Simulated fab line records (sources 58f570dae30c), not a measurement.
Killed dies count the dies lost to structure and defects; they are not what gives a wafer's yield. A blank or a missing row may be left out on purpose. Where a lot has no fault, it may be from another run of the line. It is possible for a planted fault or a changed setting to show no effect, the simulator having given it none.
A struck lot beside a sound one + flow berkeley_cmos170 + 20 steps out of a route of 331
Sound: the wafers L907.1, L907.4, L907.5. Struck: wafers L920.2, L920.5, L920.6. The cause is named last.
Order at every step that has rows: each side's tool, ch and its chambers, its first start. Under that, the readings that differ: sound wafers + struck wafers + difference of the means + sigmas: that difference in standard deviations of wafers without a fault.
alike: readings whose means differ by less than 2 such deviations, and words and numbers that are the same on both sides. not compared: withheld readings, readings that some wafer has no value for, bounds like >300 that may hide the same value, and numbers for which the record gives no deviation and whose values overlap.
Wherever a step has rows on one side only, a row that says differs or no value, or a row with sigmas, the two part there. Non-overlapping numbers with no deviation appear without sigmas and do not part them. Lack of a reading on every wafer of one side parts them only where that side has two or more wafers.

UCB170_CONTACT_ETCH_17: etches BARC in N2/H2.
  sound on rie_diel-02 ch 1,2,3, day 7 20:38; struck on rie_diel-01 ch 1,2, day 10 14:05
  alike: drypump_motor_current_A, oes_product_au, throttle_valve_pct
UCB170_CONTACT_ETCH_18: etches PSG in CHF3/CF4/Ar, stops on TiSi2, target depth 840 nm, time 195 s.
  sound: rie_diel-02 ch 1,2,3; struck: rie_diel-01 ch 1,2
  alike: drypump_motor_current_A, oes_product_au, throttle_valve_pct
  not compared: rf_hours_counter_h
UCB170_CONTACT_STRIP_19: strips in O2.
  sound on plasma_asher-03 ch 0, day 7 20:48; struck on plasma_asher-01 ch 0,1, day 10 14:16
  alike: drypump_motor_current_A, oes_product_au
  not compared: rf_hours_counter_h
UCB170_CONTACT_CD_MEAS_90 targets a cd of 700 nm.
  struck on cd_sem-01, day 10 14:23; sound on cd_sem-02, day 7 20:54
  alike: cd_nm
then, 1 step without rows for these wafers: UCB170_CONTACT_CLEAN_20 (cleans in SPM, time 600 s).
UCB170_M1_SPUTTER_00: material Al, target thk 600 nm, time 80 s.
  struck on pvd_sputter-03, day 10 14:41; sound on pvd_sputter-03, day 7 21:11
  alike: throttle_valve_pct
UCB170_M1_RS_MEAS_01: uses a four-point probe to measure.
  struck on film_metro-02, day 10 14:46; sound on film_metro-03, day 7 21:15
  alike: M1_AL_RS
UCB170_M1_THK_MEAS_02: measures by xrf.
  struck on film_metro-02, day 10 14:53; sound on film_metro-03, day 7 21:22
  alike: M1_AL_THK
then, 4 steps without rows for these wafers: UCB170_M1_COAT_03; UCB170_M1_COAT_04 (resist thk 900 nm); UCB170_M1_SOFTBAKE_05 (time 60 s); UCB170_M1_EXPOSE_06 (exposes mask METAL1, target cd 700 nm).
UCB170_M1_PEB_07:
  sound on litho_track-03 ch 0, day 7 22:07; struck on litho_track-03 ch 0, day 10 16:00
| reading                  | sound                | struck               | difference | sigmas |
|--------------------------|----------------------|----------------------|------------|--------|
| chill_plate_temp_C (C)   | 22.77 22.72 22.89    | 22.94 23.03 23.11    | +0.23      | +2     |
| heater_power_total_W (W) | 56.77 56.79 56.81    | 54.96 54.89 54.91    | -1.87      | -40    |
| plate_temp_C (C)         | 129.92 130.29 130.07 | 126.55 126.55 126.66 | -3.51      | -29    |
then, 1 step without rows for these wafers: UCB170_M1_DEVELOP_08 (develop time 45 s).
UCB170_M1_CD_MEAS_09 targets a cd of 700 nm.
  struck on cd_sem-01, day 10 17:02; sound on cd_sem-02, day 7 22:29
| reading    | sound             | struck            | difference | sigmas |
|------------|-------------------|-------------------|------------|--------|
| cd_nm (nm) | 698.7 699.2 699.3 | 719.4 720.4 719.5 | +20.7      | +16    |
UCB170_M1_OVL_MEAS_10:
  struck on overlay-01, day 10 17:08; sound on overlay-01, day 7 22:37
  alike: M1_OVL
UCB170_M1_ETCH_11: etches BARC in N2/H2.
  sound on rie_diel-03 ch 0,1,2, day 7 22:39; struck on rie_diel-03 ch 0,3, day 10 17:10
| reading             | sound           | struck            | difference | sigmas |
|---------------------|-----------------|-------------------|------------|--------|
| model.M1.cd_nm (nm) | 698.4 699.3 700 | 719.6 720.6 719.2 | +20.6      |        |
  alike: drypump_motor_current_A, oes_product_au, throttle_valve_pct
UCB170_M1_METAL_ETCH_12: etches Al in Cl2/BCl3, stops on PSG, target depth 780 nm, time 130 s.
  sound on rie_metal-03 ch 0,1, day 7 22:41; struck on rie_metal-03 ch 0,1, day 10 17:13
| reading             | sound             | struck            | difference | sigmas |
|---------------------|-------------------|-------------------|------------|--------|
| model.M1.cd_nm (nm) | 697.7 700.4 698.6 | 720.6 721.9 719.4 | +21.7      |        |
  alike: drypump_motor_current_A, oes_product_au, throttle_valve_pct
  not compared: rf_hours_counter_h
UCB170_M1_STRIP_13: strips in O2.
  sound on plasma_asher-03 ch 0, day 7 22:49; struck on plasma_asher-01 ch 0,1, day 10 17:20
| reading                     | sound       | struck      | difference | sigmas |
|-----------------------------|-------------|-------------|------------|--------|
| drypump_motor_current_A (A) | 5.2 5.2 5.2 | 6.5 6.5 5.6 | +1.0       | +2     |
  alike: oes_product_au
  not compared: rf_hours_counter_h
UCB170_M3_PROBE_99:
  sound wafers here have rows in the record (prober-02, day 8 16:28); struck ones have none

## WHERE THEY PART
First at UCB170_M1_PEB_07; last, within this record, at UCB170_M3_PROBE_99.

WHY: what the simulator had put in
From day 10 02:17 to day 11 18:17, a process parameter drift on litho_track-03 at UCB170_M1_PEB_07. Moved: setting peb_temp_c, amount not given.
